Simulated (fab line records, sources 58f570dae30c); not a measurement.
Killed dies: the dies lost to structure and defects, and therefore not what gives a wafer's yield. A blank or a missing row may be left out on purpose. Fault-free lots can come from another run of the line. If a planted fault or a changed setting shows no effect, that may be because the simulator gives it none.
One fault through the eyes of 2 desks	flow berkeley-cmos170	numbers are kept per desk, each desk with only its own; the story behind them comes last

## AT THE METROLOGY DESK
What the gauges read, lot by lot, whatever tool the lot ran on: means of the sampled wafers that have a number. Marked OUT: a lot whose mean sits more than 4 standard deviations from the usual mean, which makes it out of limits; the brackets give that distance.
Columns: A = PLDD_RS at UCB170_SDANNEAL_RS_MEAS_04, usual 1031 ohm/sq; B = CONTACT_PSG_THK at UCB170_CONTACT_THK_MEAS_02, usual 698 nm; C = M1_AL_RS at UCB170_M1_RS_MEAS_01, usual 0.0487 ohm/sq; D = M1_AL_THK at UCB170_M1_THK_MEAS_02, usual 601 nm
lot	first seen here	A	B	C	D
L476	day 7 15:43	1028	701	0.0486	603
L477	day 8 05:05	1031	693	0.0483	609
L480	day 8 05:05	1034	710	0.0491	593
L478	day 8 05:18	1037	693	0.0489	598
L479	day 8 05:45	1029	698	0.0484	602
L483	day 9 03:26	1029	706	0.0487	604
L485	day 10 00:24	1031	691	0.0489	600
L486	day 10 01:16	1031	698	0.0487	602
L488	day 10 10:07	1033	711	0.0485	599
L491	day 10 22:28	1030	691	0.0443 (-8.9) OUT	659 (+8.9) OUT
L490	day 10 22:38	1030	699	0.0485	604
L499	day 12 09:57	1031	693	0.0484	604
L497	day 12 11:12	1034	689	0.0484	604
This desk finds L491 out of limits, with the earliest case on L491 at day 11 07:38 (M1_AL_RS at UCB170_M1_RS_MEAS_01). In limits: L476, L477, L480, L478, L479, L483, L485, L486, L488, L490, L499, L497.

## THE TOOL OWNER'S DESK: pvd-sputter-04
The tool's own readings at UCB170_M1_SPUTTER_00 (material Al, target thk 600 nm, time 80 s): means of the sampled wafers that have a number, for each lot that ran on this tool. Marked OUT: a lot whose mean sits more than 4 standard deviations from the usual mean, which makes it out of limits; the brackets give that distance.
Columns: A = cathode-dc-power-W at UCB170_M1_SPUTTER_00, usual 5999.9 W; B = throttle-valve-pct at UCB170_M1_SPUTTER_00, usual 29.7 %
lot	first seen here	A	B
L476	day 7 21:48	6000.8	30.5
L480	day 8 11:52	6000.2	29.8
L485	day 10 05:25	6000.1	30.1
L491	day 11 07:34	6666.1 (+99 or more) OUT	29.5
This desk's finding: out of limits on L491; first on L491, day 11 07:34 (cathode-dc-power-W at UCB170_M1_SPUTTER_00). In limits: L476, L480, L485.

## TAKEN TOGETHER
At day 11 07:34, on L491, the tool owner's desk was in a position to raise an alarm.
At day 11 07:38 the metrology desk could have sounded an alarm, on L491.
Of the lots named, all ran UCB170_M1_SPUTTER_00 on pvd-sputter-04.

## WHAT WAS PUT IN BY THE SIMULATOR
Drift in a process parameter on pvd-sputter-04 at UCB170_M1_SPUTTER_00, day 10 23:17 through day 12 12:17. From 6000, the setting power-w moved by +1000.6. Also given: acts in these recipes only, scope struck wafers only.
Shown lots that were struck: L491.
Fault start to first reading out of limits, in hours, per desk: tool owner, 8; metrology, 8.
